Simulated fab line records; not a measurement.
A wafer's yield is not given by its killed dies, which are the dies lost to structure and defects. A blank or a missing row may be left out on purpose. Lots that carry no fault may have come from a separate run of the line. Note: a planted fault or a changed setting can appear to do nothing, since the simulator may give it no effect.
Matching of chambers :: flow berkeley-cmos170 :: UCB170_PWELL_WET_ETCH_19 on wet-bench-02: 3 sister chambers
The step etches Si3N4 in H3PO4, time 14400 s. 6 wafers are shown with their chamber, then 4 later ones without.

== WAFERS PAIRED WITH THEIR CHAMBERS ==
wafer: L626.3
chamber: 2
bath-guard-temp-C (C): 160.5
bath-heat-duty-pct (%): 29.0

wafer: L626.5
chamber: 2
bath-guard-temp-C (C): 160.3
bath-heat-duty-pct (%): 29.3

wafer: L628.5
chamber: 3
bath-guard-temp-C (C): 159.2
bath-heat-duty-pct (%): 28.0

wafer: L628.6
chamber: 3
bath-guard-temp-C (C): 158.9
bath-heat-duty-pct (%): 27.1

wafer: L631.3
chamber: 1
bath-guard-temp-C (C): 159.4
bath-heat-duty-pct (%): 24.2

wafer: L631.4
chamber: 1
bath-guard-temp-C (C): 160.0
bath-heat-duty-pct (%): 25.8

== WAFERS MISSING THEIR CHAMBER ==
wafer: L631.6
bath-guard-temp-C (C): 159.8
bath-heat-duty-pct (%): 24.7

wafer: L632.1
bath-guard-temp-C (C): 160.5
bath-heat-duty-pct (%): 29.8

wafer: L632.2
bath-guard-temp-C (C): 160.3
bath-heat-duty-pct (%): 30.0

wafer: L632.4
bath-guard-temp-C (C): 160.4
bath-heat-duty-pct (%): 29.5

== WHICH CHAMBER EACH WENT THROUGH ==
wafer: L631.6
from the rows above: 1
in truth: 1

wafer: L632.1
from the rows above: 2
in truth: 2

wafer: L632.2
from the rows above: 2
in truth: 2

wafer: L632.4
from the rows above: 2
in truth: 2
4 of 4 placed correctly. Left unplaced by these rows: 0. Number placed wrongly: 0.
How it was worked out, from the rows above alone: a wafer's distance from a chamber is the root of the sum, over the readings, of the square of ((its reading less the chamber's mean) divided by the reading's scatter). The wafer belongs to the nearest chamber; if the next one is less than 2 further off, it can't be placed. Each chamber's mean is taken over the wafers shown for it. The scatter is the square root of a quotient: the sum, over the shown wafers, of each reading's squared deviation from its chamber's mean, divided by wafers minus chambers.
